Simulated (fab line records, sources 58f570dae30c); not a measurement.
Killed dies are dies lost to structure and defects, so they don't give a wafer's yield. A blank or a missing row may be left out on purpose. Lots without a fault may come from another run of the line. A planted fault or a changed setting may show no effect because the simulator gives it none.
Split-lot experiment | flow berkeley_cmos170 | 5 lots, 23 wafers read, on a route of 331 steps

THE SPLIT
At UCB170_M2_SPUTTER_01 (material Al, target thk 900 nm, time 120 s), the setting power_w was moved away from the recipe's 6000 W on 7 of the 23 wafers read, by -11.3% to +11.3%. The other wafers ran this setting at the recipe's value.

FROM THE SPLIT TO THE READING: what the file shows between them, 7 steps
- UCB170_M2_RS_MEAS_02: measures by four-point-probe
- UCB170_M2_THK_MEAS_03: measures by xrf
- UCB170_M2_EXPOSE_12: exposes mask METAL2, target cd 700 nm (also split here: dose_mj)
- UCB170_M2_PEB_13
- UCB170_M2_DEVELOP_14: develop time 45 s
- UCB170_M2_CD_MEAS_15: target cd 700 nm
- UCB170_M2_ETCH_17: etches BARC in N2/H2

THE READING
oes_product_au, in a.u., at UCB170_M2_METAL_ETCH_18 (etches Al in Cl2/BCl3, stops on SiO2, target depth 1170 nm, time 199.2 s). Fault-free wafers of this fab line usually give 0.843 a.u., standard deviation 0.015 a.u..

wafer  | tool, chamber at the split | power_w as run, W | against the recipe | oes_product_au, a.u. | against lot-mates on the recipe
L079.2 | pvd_sputter-02, -          | 6000              | recipe             | 0.823                | -
L079.3 | pvd_sputter-02, -          | 6000              | recipe             | 0.826                | -
L079.6 | pvd_sputter-02, -          | 6000              | recipe             | 0.830                | -
L080.2 | pvd_sputter-01, -          | 6000              | recipe             | 0.842                | -
L080.3 | pvd_sputter-01, -          | 6000              | recipe             | 0.840                | -
L080.4 | pvd_sputter-01, -          | 6000              | recipe             | 0.841                | -
L080.5 | pvd_sputter-01, -          | 6000              | recipe             | 0.841                | -
L080.6 | pvd_sputter-01, -          | 6000              | recipe             | 0.848                | -
L083.1 | pvd_sputter-03, -          | 5325              | -11.3%             | 0.803                | -0.036
L083.2 | pvd_sputter-03, -          | 6000              | recipe             | 0.827                | -
L083.4 | pvd_sputter-03, -          | 5325              | -11.3%             | 0.785                | -0.054
L083.5 | pvd_sputter-03, -          | 5325              | -11.3%             | 0.771                | -0.068
L083.6 | pvd_sputter-03, -          | 6000              | recipe             | 0.851                | -
L084.1 | pvd_sputter-01, -          | 5412              | -9.8%              | 0.795                | -0.043
L084.2 | pvd_sputter-01, -          | 6000              | recipe             | 0.829                | -
L084.3 | pvd_sputter-01, -          | 6000              | recipe             | 0.843                | -
L084.4 | pvd_sputter-01, -          | 5412              | -9.8%              | 0.795                | -0.043
L084.6 | pvd_sputter-01, -          | 6000              | recipe             | 0.842                | -
L085.1 | pvd_sputter-01, -          | 6000              | recipe             | 0.822                | -
L085.3 | pvd_sputter-01, -          | 6680              | +11.3%             | 0.896                | +0.064
L085.4 | pvd_sputter-01, -          | 6000              | recipe             | 0.836                | -
L085.5 | pvd_sputter-01, -          | 6680              | +11.3%             | 0.888                | +0.056
L085.6 | pvd_sputter-01, -          | 6000              | recipe             | 0.838                | -

THE FIT
A straight line over all 23 wafers: oes_product_au changes by +0.00456 a.u. for each +1% of power_w; r = +0.95; the points scatter about the line by 0.0092 a.u..
The same after taking each lot's own level away (the mean of its wafers on the recipe; 23 wafers): +0.00484 a.u. for each +1%; r = +0.97; scatter 0.0077 a.u..
On that fit, the largest move of power_w shifts the reading by 0.055 a.u..
The lots' own levels span 0.8263 to 0.8424 a.u., that is 1.1 times the standard deviation above.
So the lot-to-lot level changes the slope little: the two slopes agree.
Check: with one of the wafers moved furthest among these (+11.3%) left out of the fit, the line predicts +0.0533 a.u. for it against its lot-mates. It came out at +0.064 a.u. against them.

OTHER SPLITS ON THESE WAFERS
These wafers also went through other splits before the reading. Each is held against what the fit with the lots' levels taken away leaves over:
other split on the same wafers | wafers away from the commonest value | r with oes_product_au (lot level and that fit taken away)
UCB170_M2_EXPOSE_12 dose_mj    | 4                                    | +0.21

THE WHOLE CHAIN: every reading that the file lists as answering this split, in the file's order
step                    | what it does                                                             | reading                                                                     | change (the file's fit)                   | r (the file's)
UCB170_M2_SPUTTER_01    | material Al, target thk 900 nm, time 120 s                               | Al_of_M2_SPUTTER_01.thk_nm (the simulator's own value, which no gauge read) | +8.68 nm for each +1% of the setting      | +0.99
UCB170_M2_RS_MEAS_02    | measures by four-point-probe                                             | M2_AL_RS                                                                    | -0.000324 for each +1% of the setting     | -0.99
UCB170_M2_THK_MEAS_03   | measures by xrf                                                          | M2_AL_THK                                                                   | +8.79 for each +1% of the setting         | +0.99
UCB170_M2_METAL_ETCH_18 | etches Al in Cl2/BCl3, stops on SiO2, target depth 1170 nm, time 199.2 s | oes_product_au                                                              | +0.00482 a.u. for each +1% of the setting | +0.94

THE FILE'S OWN FIT
oes_product_au changes by +0.00482 a.u. for each +1% of power_w, r = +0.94.
